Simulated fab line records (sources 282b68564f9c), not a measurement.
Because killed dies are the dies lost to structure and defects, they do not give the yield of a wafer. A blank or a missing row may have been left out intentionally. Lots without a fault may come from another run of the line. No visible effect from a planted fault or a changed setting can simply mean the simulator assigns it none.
Which tool did it? | flow rit cmos | 13 lots, 39 wafers sampled, at 3 steps of a route of 202

== WHAT THE GAUGES SHOWED, per wafer ==
RIT_NLDD_TW_MEAS_10. Usual: NLDD_TW 2495, standard deviation 16.
lot  | measured    | on            | NLDD_TW        | flag
L115 | day 2 17:22 | film metro-04 | 2506 2496 2525 |
L116 | day 2 23:47 | film metro-04 | 2508 2521 2503 |
L117 | day 3 04:20 | film metro-02 | 2511 2508 2512 |
L118 | day 3 09:50 | film metro-02 | 2517 2504 2519 |
L119 | day 3 14:25 | film metro-01 | 2495 2488 2483 |
L120 | day 3 18:21 | film metro-01 | 2473 2470 2468 |
L121 | day 3 23:02 | film metro-01 | 2473 2475 2479 |
L130 | day 5 21:26 | film metro-04 | 2298 2307 2294 | OFF
L131 | day 6 02:01 | film metro-04 | 2312 2298 2311 | OFF
L134 | day 6 16:56 | film metro-01 | 2482 2491 2478 |
L135 | day 6 22:26 | film metro-04 | 2505 2519 2520 |
L136 | day 7 02:37 | film metro-02 | 2495 2500 2501 |
L137 | day 7 07:46 | film metro-02 | 2498 2516 2509 |

RIT_SDANNEAL_RS_MEAS_07: a four-point-probe measurement. Usual: NLDD_RS 151.8 ohm/sq, standard deviation 0.5.
lot  | measured    | on            | NLDD_RS (ohm/sq)  | flag
L115 | day 3 01:14 | film metro-04 | 152.6 152.3 152.5 |
L116 | day 3 07:25 | film metro-04 | 152.8 152.4 152.9 |
L117 | day 3 12:19 | film metro-02 | 152.0 152.0 152.4 |
L118 | day 3 18:12 | film metro-04 | 152.0 151.6 151.8 |
L119 | day 3 22:07 | film metro-01 | 150.4 150.3 150.7 |
L120 | day 4 02:20 | film metro-04 | 152.3 152.1 152.5 |
L121 | day 4 06:58 | film metro-04 | 151.8 151.3 151.6 |
L130 | day 6 05:14 | film metro-01 | 195.2 195.6 194.7 | OFF
L131 | day 6 09:57 | film metro-02 | 195.1 195.0 195.1 | OFF
L134 | day 7 01:31 | film metro-02 | 151.8 151.6 151.4 |
L135 | day 7 06:24 | film metro-01 | 152.2 152.3 152.1 |
L136 | day 7 10:31 | film metro-04 | 152.0 152.2 152.3 |
L137 | day 7 15:23 | film metro-04 | 151.9 151.9 151.5 |

== TOOL THAT RAN EACH LOT (tool first, then ch and the chambers of the sampled wafers, then the start) ==
lot  | RIT_NLDD_IMPLANT_08
L115 | implanter-03 ch 0, day 2 17:04
L116 | implanter-04 ch 0, day 2 23:31
L117 | implanter-03 ch 0, day 3 04:01
L118 | implanter-04 ch 0, day 3 09:32
L119 | implanter-03 ch 0, day 3 14:06
L120 | implanter-04 ch 0, day 3 18:02
L121 | implanter-02 ch 0, day 3 22:42
L130 | implanter-03 ch 0, day 5 21:08
L131 | implanter-03 ch 0, day 6 01:43
L134 | implanter-04 ch 0, day 6 16:37
L135 | implanter-02 ch 0, day 6 22:08
L136 | implanter-02 ch 0, day 7 02:19
L137 | implanter-02 ch 0, day 7 07:26
- RIT_NLDD_IMPLANT_08

== WHAT THE TOOLS THEMSELVES READ (means of the sampled wafers that have a number; where no wafer has one, the mark that the record gives instead) ==
The record holds no such reading with a usual standard deviation.

== THE ANSWER, worked out from the rows above alone ==
Rule: take the mean of a lot's wafers that have a number; if it is more than 3 standard deviations from the usual mean, the lot is off. A lot without any number at a reading at which 4 lots or more have one is off too. Where the step has rows for the other lots, those lots are counted as sound. The gauges are gone through in route order, then the tools' own readings, and for those a lot's mean is taken as printed above. The first step at which some lot is off is used, and at that step the reading that is off furthest; a lot without a number counts as furthest.
Off: L130, L131, seen at RIT_NLDD_TW_MEAS_10 (NLDD_TW).
A tool fits if, at a process step before that reading, it ran every lot that is off, and no sound lot after the first of them. Not tried: the gauges at RIT_NLDD_TW_MEAS_10; whatever is off there is also off at RIT_SDANNEAL_RS_MEAS_07, on other tools, and gauge error can't account for it. One fits: RIT_NLDD_IMPLANT_08 on implanter-03. A fault onset in the window from L119 (day 3 14:06, its last sound lot) to L130 (day 5 21:08, its first lot off) fits.

== WHAT WAS PUT IN BY THE SIMULATOR ==
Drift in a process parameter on implanter-03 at RIT_NLDD_IMPLANT_08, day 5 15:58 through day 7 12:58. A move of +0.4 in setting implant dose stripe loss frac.
Lots struck among those shown: L130, L131. The rule above reached the same finding.
